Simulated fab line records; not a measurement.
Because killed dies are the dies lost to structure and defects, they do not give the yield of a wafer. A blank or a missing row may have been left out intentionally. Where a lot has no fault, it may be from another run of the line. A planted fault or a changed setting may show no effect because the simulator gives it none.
A struck lot beside a sound one || flow rit-cmos || 26 out of 202 route steps
Sound: wafers L334.2, L334.3, L334.6. Wafers L340.2, L340.4, L340.5 were the ones struck. The cause is named last.
For every step that has rows: the tool of each side, followed by ch and its chambers, followed by its first start. Under that, the readings that differ: sound wafers || struck wafers || difference of the means || sigmas: that difference in standard deviations of wafers without a fault.
alike: words and numbers the same on both sides, and readings whose means are apart by under 2 such deviations; not compared: readings that were withheld, readings missing a value for some wafer, numbers with overlapping values and no deviation given by the record, and bounds like >300 which may hide the same value.
The two part at a step that has a row with sigmas, a row that says differs or no value, or rows on one side only. When numbers do not overlap yet have no deviation, they are printed without sigmas and do not part them. A reading that every wafer of one side lacks parts them only if that side has two wafers or more.

first, 1 step without rows for these wafers: RIT_PRETRO_IMPLANT_08.
RIT_PRETRO_STRIP_09: strips in O2, time 180 s.
  sound on plasma-asher-02 ch 1, day 2 09:16; struck on plasma-asher-02 ch 0,1, day 3 14:54
  alike: chamber-pressure-mTorr, drypump-motor-current-A
  not compared: rf-hours-counter-h
RIT_PRETRO_TW_MEAS_10:
  struck on film-metro-01, day 3 15:05; sound on film-metro-01, day 2 09:27
  alike: PRETRO_TW
then, 5 steps without rows for these wafers: RIT_GATE_WET_ETCH_00 (etches SiO2 in BOE, target depth 56 nm, time 60 s); RIT_GATE_CLEAN_01 (cleans in SC1, time 600 s); RIT_GATE_CLEAN_02 (cleans in dHF, time 30 s); RIT_GATE_CLEAN_03 (cleans in SC2, time 600 s); RIT_GATE_CLEAN_04 (cleans in dHF, time 60 s).
RIT_FOX2_THK_MEAS_91:
  struck on film-metro-01, day 3 15:34; sound on film-metro-01, day 2 09:58
{"reading": "FIELD_OXIDE_LEFT_2_THK (nm)", "sound": "245 245 247", "struck": "260 266 266", "difference": "+18", "sigmas": "+2"}
then, 2 steps without rows for these wafers: RIT_GATE_OXIDATION_05 (target thk 3 nm, ox time 270 s); RIT_GATE_ANNEAL_06 (time 600 s).
RIT_GATE_THK_MEAS_07:
  struck on film-metro-03, day 3 18:25; sound on film-metro-02, day 2 14:06
  alike: GATE_OXIDE_THK
RIT_GATE_CVD_08: deposits poly-Si from SiH4, target thk 250 nm, time 2220 s.
  sound on lpcvd-02 ch 0, day 2 14:09; struck on lpcvd-01 ch 0, day 3 18:28
{"reading": "spike-tc-centre-C (C)", "sound": "613.7 613.7 613.0", "struck": "627.1 625.7 625.3", "difference": "+12.6", "sigmas": "+10"}
{"reading": "spike-tc-load-C (C)", "sound": "640 639 639", "struck": "651 648 650", "difference": "+10", "sigmas": "+3"}
{"reading": "spike-tc-source-C (C)", "sound": "632.6 631.7 631.8", "struck": "645.0 644.8 643.4", "difference": "+12.4", "sigmas": "+6"}
{"reading": "susceptor-temp-C (C)", "sound": "610.10 610.28 610.56", "struck": "624.84 625.42 625.65", "difference": "+14.99", "sigmas": "+54"}
{"reading": "model.poly-Si_of_GATE_CVD_08.thk-nm (nm)", "sound": "248.8 248.4 247.2", "struck": "358.7 358 356.3", "difference": "+109.5", "sigmas": ""}
RIT_GATE_THK_MEAS_09:
  struck on film-metro-03, day 3 20:05; sound on film-metro-01, day 2 16:35
{"reading": "GATE_POLY_THK (nm)", "sound": "249.1 248.5 247.2", "struck": "358.7 357.9 356.2", "difference": "+109.3", "sigmas": "+42"}
then, 6 steps without rows for these wafers: RIT_GATE_HMDS_10 (prime time 60 s); RIT_GATE_COAT_11 (resist thk 850 nm); RIT_GATE_SOFTBAKE_12 (time 60 s); RIT_GATE_EXPOSE_13 (exposes mask M6, target cd 150 nm); RIT_GATE_PEB_14; RIT_GATE_DEVELOP_15 (develop time 50 s).
RIT_GATE_CD_MEAS_16: the cd target is 150 nm.
  struck on cd-sem-02, day 3 21:01; sound on cd-sem-02, day 2 17:30
  alike: cd-nm
RIT_GATE_OVL_MEAS_17:
  struck on overlay-01, day 3 21:07; sound on overlay-01, day 2 17:37
  alike: GATE_OVL
then, 1 step without rows for these wafers: RIT_GATE_HARDBAKE_18 (time 60 s).
RIT_GATE_ETCH_19: etches poly-Si in SF6/CHF3/O2, stops on SiO2, time 165 s, target depth 312.5 nm.
  sound on rie-si-01 ch 1,3, day 2 17:47; struck on rie-si-01 ch 0,1,3, day 3 21:18
{"reading": "oes-product-au (a.u.)", "sound": "0.824 0.816 0.820", "struck": "1.012 0.945 1.003", "difference": "+0.167", "sigmas": "+13"}
{"reading": "model.etch.depth-nm (nm)", "sound": "248.8 248.4 247.2", "struck": "327.7 298.1 307.7", "difference": "+63.0", "sigmas": ""}
{"reading": "model.GATE.feature-depth-nm (nm)", "sound": "248.8 248.4 247.2", "struck": "327.7 298.1 307.7", "difference": "+63.0", "sigmas": ""}
  alike: chamber-pressure-mTorr, drypump-motor-current-A, rf-fwd-power-W, throttle-valve-pct
  not compared: rf-hours-counter-h
RIT_GATE_STRIP_20: strips in O2, time 180 s.
  sound on plasma-asher-02 ch 0,1, day 2 17:53; struck on plasma-asher-02 ch 0,1, day 3 21:25
  alike: chamber-pressure-mTorr, drypump-motor-current-A
  not compared: rf-hours-counter-h
RIT_M1_PROBE_99:
  only the struck wafers here have rows in the record (prober-01, day 4 18:17); the sound ones have none

== WHERE THEY PART ==
Earliest at RIT_FOX2_THK_MEAS_91; latest, in this record, at RIT_M1_PROBE_99.

WHY: what the simulator had put in
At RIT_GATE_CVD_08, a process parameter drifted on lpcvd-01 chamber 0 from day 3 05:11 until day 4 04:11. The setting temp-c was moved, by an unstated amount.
